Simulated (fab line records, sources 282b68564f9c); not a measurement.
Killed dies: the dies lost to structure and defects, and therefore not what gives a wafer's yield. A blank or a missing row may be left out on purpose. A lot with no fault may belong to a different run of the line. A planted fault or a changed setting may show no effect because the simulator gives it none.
Problem report in the 8D (eight disciplines) form, filled by code | flow rit_cmos | the parts of the form that need people (team, actions taken, sign-off) are left out

1. PROBLEM STATEMENT
Wafers without a fault read 1999.8 rpm, standard deviation 1.3; spin_speed_rpm at RIT_M1_COAT_04 reads a mean of 2096.5 rpm on 6 wafers belonging to 2 lots. That puts it +74 standard deviations away from the usual mean.
The step: resist thk 1300 nm.
Earliest sighting: wafer L954.3 on litho_track-04 at day 4 10:16. Wafers with a number at this step in the record: 18, from 6 lots. Rule for "out", or "out of limits": more than 4 standard deviations from the usual mean. Any other wafer with a number is counted as sound.

2. WHAT IT IS, WHAT IT ISN'T
question                    | is                     | is not
which readings at this step | spin_speed_rpm         | -
which lots                  | L954, L961             | L951, L952, L964, L965
which wafers of those lots  | all that have a number | -
read on which tools         | litho_track-04         | litho_track-01, litho_track-03
when                        | from day 4 10:16       | up to then (6 sound wafers); but 6 sound wafers of L964, L965 came after

3. THE SUSPECTS, EACH WITH WHAT RULES IT OUT
Counting: a tool stays on the suspect list if, at a process step up to the reading, it processed all lots that are out and no sound lot following the first of them.
- litho_track-04 at RIT_M1_COAT_04 (resist thk 1300 nm): kept. It ran every lot that is out, first L954 (day 4 10:16), and no sound lot after that; its last sound lot up to then is L951 (day 3 20:38). Its own readings are out on those wafers: spin_speed_rpm.
Remaining after the count: litho_track-04 at RIT_M1_COAT_04.

4. THE CAUSE (what the simulator had put in)
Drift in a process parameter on litho_track-04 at RIT_M1_COAT_04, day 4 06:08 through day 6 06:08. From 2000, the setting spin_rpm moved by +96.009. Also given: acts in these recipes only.
After counting, this tool was the only one left.

5. THE CHAIN OF EFFECTS, in route order
Each row: a reading where the mean over the struck wafers with a number is more than 3 standard deviations away from the usual. Readings are gone through only where the record gives a usual standard deviation; hours: the median, over the lots, of the time from a lot's start at the first step in this table giving one to that lot's start at this step; sigmas: the change measured in usual standard deviations.
hours | step           | reading        | usual      | on struck wafers | change | sigmas
0     | RIT_M1_COAT_04 | spin_speed_rpm | 1999.8 rpm | 2096.5           | +96.7  | +74
Here are the process steps it includes:
- RIT_M1_COAT_04: resist thk 1300 nm.
At these later measuring or inspecting steps, every struck wafer for which the step has a row has a number for every such reading, and none has moved that far: RIT_M1_CD_MEAS_09, RIT_M1_OVL_MEAS_10.

6. HOW IT WOULD HAVE BEEN CAUGHT EARLIER
In this record no reading fell out of limits until day 4 10:16, 4 hours after the fault had begun at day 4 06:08.
